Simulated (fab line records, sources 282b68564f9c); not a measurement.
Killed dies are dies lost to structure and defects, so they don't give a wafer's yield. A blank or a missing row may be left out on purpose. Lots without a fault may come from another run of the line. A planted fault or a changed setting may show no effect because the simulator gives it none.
Split-lot experiment | flow rit_cmos | 5 lots, 23 wafers read, on a route of 202 steps

THE SPLIT
At RIT_NLDD_IMPLANT_08, the setting dose_cm2 was moved away from the recipe's 5e+14 on 11 of the 23 wafers read, by -6.8% to +4.9%. The other wafers ran this setting at the recipe's value.

FROM THE SPLIT TO THE READING: what the file shows between them, 11 steps
- RIT_NLDD_STRIP_09: strips in O2, time 180 s
- RIT_NLDD_TW_MEAS_10
- RIT_SPACER_CVD_03: deposits Si3N4 from SiH2Cl2/NH3, target thk 250 nm, time 3300 s (also split here: time_s)
- RIT_SPACER_THK_MEAS_04
- RIT_SPACER_ETCHBACK_05: etches Si3N4 in SF6/CHF3, stops on SiO2, target depth 250 nm, time 240 s
- RIT_PSD_IMPLANT_08 (also split here: energy_kev)
- RIT_SDANNEAL_CLEAN_00: cleans in SC1, time 600 s (also split here: time_s)
- RIT_SDANNEAL_CLEAN_01: cleans in dHF, time 30 s
- RIT_SDANNEAL_CLEAN_02: cleans in SC2, time 600 s
- RIT_SDANNEAL_RTA_03: time 5 s
- RIT_SDANNEAL_RS_MEAS_04: measures by four-point-probe

THE READING
NLDD_RS, in ohm/sq, at RIT_SDANNEAL_RS_MEAS_07 (measures by four-point-probe). Fault-free wafers of this fab line usually give 151.6 ohm/sq, standard deviation 0.51 ohm/sq.

wafer  | tool, chamber at the split | dose_cm2 as run | against the recipe | NLDD_RS, ohm/sq | against lot-mates on the recipe
L075.1 | implanter-03, 0            | 4.772e+14       | -4.6%              | 157.4           | +6.3
L075.2 | implanter-03, 0            | 4.772e+14       | -4.6%              | 156.9           | +5.8
L075.3 | implanter-03, 0            | 5e+14           | recipe             | 151.4           | -
L075.4 | implanter-03, 0            | 4.772e+14       | -4.6%              | 157.4           | +6.3
L075.6 | implanter-03, 0            | 5e+14           | recipe             | 150.8           | -
L076.1 | implanter-01, 0            | 5e+14           | recipe             | 151.6           | -
L076.2 | implanter-01, 0            | 4.7e+14         | -6.0%              | 158.6           | +7.0
L076.4 | implanter-01, 0            | 5e+14           | recipe             | 151.5           | -
L076.5 | implanter-01, 0            | 4.7e+14         | -6.0%              | 159.1           | +7.5
L076.6 | implanter-01, 0            | 4.7e+14         | -6.0%              | 158.9           | +7.3
L081.1 | implanter-02, 0            | 5e+14           | recipe             | 152.4           | -
L081.2 | implanter-02, 0            | 4.658e+14       | -6.8%              | 160.3           | +8.3
L081.3 | implanter-02, 0            | 4.658e+14       | -6.8%              | 161.0           | +9.0
L081.4 | implanter-02, 0            | 5e+14           | recipe             | 151.6           | -
L081.6 | implanter-02, 0            | 4.658e+14       | -6.8%              | 161.0           | +9.0
L083.1 | implanter-02, 0            | 5.244e+14       | +4.9%              | 146.7           | -5.8
L083.3 | implanter-02, 0            | 5e+14           | recipe             | 152.2           | -
L083.4 | implanter-02, 0            | 5.244e+14       | +4.9%              | 146.5           | -6.0
L083.5 | implanter-02, 0            | 5e+14           | recipe             | 152.5           | -
L083.6 | implanter-02, 0            | 5e+14           | recipe             | 152.9           | -
L085.1 | implanter-01, 0            | 5e+14           | recipe             | 151.8           | -
L085.2 | implanter-01, 0            | 5e+14           | recipe             | 151.5           | -
L085.5 | implanter-01, 0            | 5e+14           | recipe             | 151.6           | -

THE FIT
A straight line over all 23 wafers: NLDD_RS changes by -1.2 ohm/sq for each +1% of dose_cm2; r = -0.99; the points scatter about the line by 0.56 ohm/sq.
The same after taking each lot's own level away (the mean of its wafers on the recipe; 23 wafers): -1.26 ohm/sq for each +1%; r = -1.00; scatter 0.32 ohm/sq.
On that fit, the largest move of dose_cm2 shifts the reading by 8.6 ohm/sq.
The lots' own levels span 151.10 to 152.53 ohm/sq, that is 2.8 times the standard deviation above.
So the lot-to-lot level changes the slope little: the two slopes agree.
Check: with one of the wafers moved furthest among these (-6.8%) left out of the fit, the line predicts +8.72 ohm/sq for it against its lot-mates. It came out at +8.3 ohm/sq against them.

OTHER SPLITS ON THESE WAFERS
These wafers also went through other splits before the reading. Each is held against what the fit with the lots' levels taken away leaves over:
other split on the same wafers | wafers away from the commonest value | r with NLDD_RS (lot level and that fit taken away)
RIT_GATE_EXPOSE_13 dose_mj     | 7                                    | +0.14
RIT_SPACER_CVD_03 time_s       | 18                                   | -0.21
RIT_PSD_IMPLANT_08 energy_kev  | 10                                   | +0.23
RIT_SDANNEAL_CLEAN_00 time_s   | 10                                   | +0.02

THE WHOLE CHAIN: every reading that the file lists as answering this split, in the file's order
step                    | what it does                 | reading | change (the file's fit)           | r (the file's)
RIT_NLDD_TW_MEAS_10     |                              | NLDD_TW | +5.4 for each +1% of the setting  | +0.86
RIT_SDANNEAL_RS_MEAS_07 | measures by four-point-probe | NLDD_RS | -1.26 for each +1% of the setting | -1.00

THE FILE'S OWN FIT
NLDD_RS changes by -1.26 ohm/sq for each +1% of dose_cm2, r = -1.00.
